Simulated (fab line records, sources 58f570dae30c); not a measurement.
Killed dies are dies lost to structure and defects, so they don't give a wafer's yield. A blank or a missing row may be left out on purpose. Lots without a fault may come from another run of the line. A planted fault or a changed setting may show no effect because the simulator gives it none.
A struck lot beside a sound one | flow berkeley_cmos170 | 14 steps out of a route of 331
Sound: wafers L327.1, L327.2, L327.6. Struck: wafers L332.2, L332.3, L332.4. The cause comes at the end.
At each step with rows: each side's tool, then ch and its chambers, then its first start. Under that, the readings that differ: sound wafers | struck wafers | difference of the means | sigmas: that difference in standard deviations of wafers without a fault.
alike: readings whose means differ by less than 2 such deviations, and words and numbers that are the same on both sides. not compared: withheld readings, readings that some wafer has no value for, bounds like >300 that may hide the same value, and numbers for which the record gives no deviation and whose values overlap.
The two part at a step that has a row with sigmas, a row that says differs or no value, or rows on one side only. Numbers that don't overlap but have no deviation are shown without sigmas and don't part them. A reading that every wafer of one side lacks parts them only if that side has two wafers or more.

UCB170_PVT_STRIP_08: strips in O2.
  sound on plasma_asher-02 ch 0,1, day 7 11:37; struck on plasma_asher-03 ch 0,1, day 9 06:58
  alike: drypump_motor_current_A, oes_product_au, strip_time_to_endpoint_s
  not compared: rf_hours_counter_h
UCB170_PVT_TW_MEAS_09:
  sound on film_metro-02, day 7 11:43; struck on film_metro-01, day 9 07:05
  alike: PVT_TW
then, 1 step without rows for these wafers: UCB170_GATE_WET_ETCH_00 (etches SiO2 in dHF, time 200 s).
UCB170_FIELD_THK_MEAS_91:
  sound on film_metro-01, day 7 12:07; struck on film_metro-02, day 9 07:13
  alike: FIELD_OXIDE_LEFT_2_THK
then, 1 step without rows for these wafers: UCB170_GATE_OXIDATION_01 (target thk 6.6 nm, ox time 1800 s).
UCB170_GATE_THK_MEAS_02:
  sound on film_metro-02, day 7 15:58; struck on film_metro-03, day 9 11:37
  alike: GATE_OXIDE_THK
then, 2 steps without rows for these wafers: UCB170_GATE_ANNEAL_03 (time 1800 s); UCB170_GATE_CVD_04 (deposits poly-Si from SiH4, time 1440 s, target thk 214 nm).
UCB170_GATE_THK_MEAS_05:
  sound on film_metro-04, day 7 22:36; struck on film_metro-02, day 9 17:31
  alike: GATE_POLY_THK
then, 3 steps without rows for these wafers: UCB170_GATE_COAT_06; UCB170_GATE_COAT_07 (resist thk 900 nm); UCB170_GATE_SOFTBAKE_08 (time 60 s).
UCB170_GATE_EXPOSE_09: exposes mask POLY, target cd 350 nm.
  sound on krf_scanner-02 ch 0, day 7 23:07; struck on krf_scanner-01, day 9 18:02
  no value came back on the struck wafers for exposure_dose_mJ_cm2, focus_offset_nm (nm), na; on the sound wafers exposure_dose_mJ_cm2 reads 20.999 20.988 20.993
  alike: mask
then, 1 step without rows for these wafers: UCB170_GATE_PEB_10.

WHERE THEY PART
Only at UCB170_GATE_EXPOSE_09, within this record.

WHY: what the simulator had put in
Skipped step whole: krf_scanner-01, from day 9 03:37 on, at UCB170_GATE_EXPOSE_09. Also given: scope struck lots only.
